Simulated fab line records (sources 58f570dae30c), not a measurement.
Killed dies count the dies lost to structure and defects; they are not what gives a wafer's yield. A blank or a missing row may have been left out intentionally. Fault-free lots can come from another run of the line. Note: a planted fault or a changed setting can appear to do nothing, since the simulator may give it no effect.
Chamber matching	flow berkeley-cmos170	cmp-01 running UCB170_V1_CMP_02: 4 sister chambers
The step polishes SiO2. 8 wafers are shown with their chamber, then 7 later ones without.

WAFERS WITH THEIR CHAMBER
wafer	chamber	slurry-filter-dp-kPa (kPa)	motor-current-A (A)
L482.4	1	13.52	16.2
L485.1	0	13.77	16.3
L485.4	1	13.58	15.9
L487.1	3	13.65	15.8
L487.3	2	13.57	15.6
L487.5	2	13.54	16.3
L498.2	3	13.73	15.7
L498.3	0	13.60	16.5

WAFERS WHOSE CHAMBER IS MISSING
wafer	slurry-filter-dp-kPa (kPa)	motor-current-A (A)
L498.6	13.31	16.7
L500.2	13.29	15.6
L500.4	13.45	16.7
L500.5	13.56	16.3
L501.1	13.41	15.5
L501.3	13.48	16.0
L501.6	13.28	16.3

CHAMBER TAKEN BY EACH
wafer	from the rows above	in truth
L498.6	can't be placed: 1 or 2 or 0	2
L500.2	can't be placed: 2 or 1 or 3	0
L500.4	can't be placed: 1 or 2 or 0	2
L500.5	can't be placed: 1 or 2 or 0 or 3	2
L501.1	can't be placed: 2 or 1 or 3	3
L501.3	can't be placed: 1 or 2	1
L501.6	can't be placed: 1 or 2 or 0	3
0 of 7 placed correctly. From these rows, 7 cannot be placed; in 5 the true chamber is one of the candidates. Placed wrongly: 0.
How it was worked out, from the rows above alone: a wafer's distance from a chamber is the root of the sum, over the readings, of the square of ((its reading less the chamber's mean) divided by the reading's scatter). The wafer belongs to the nearest chamber; if the next one is less than 2 further off, it can't be placed. Each chamber's mean is taken over the wafers shown for it. The scatter: take each reading less its chamber's mean, square it, sum over the shown wafers, divide by the number of wafers less the number of chambers, and take the root.
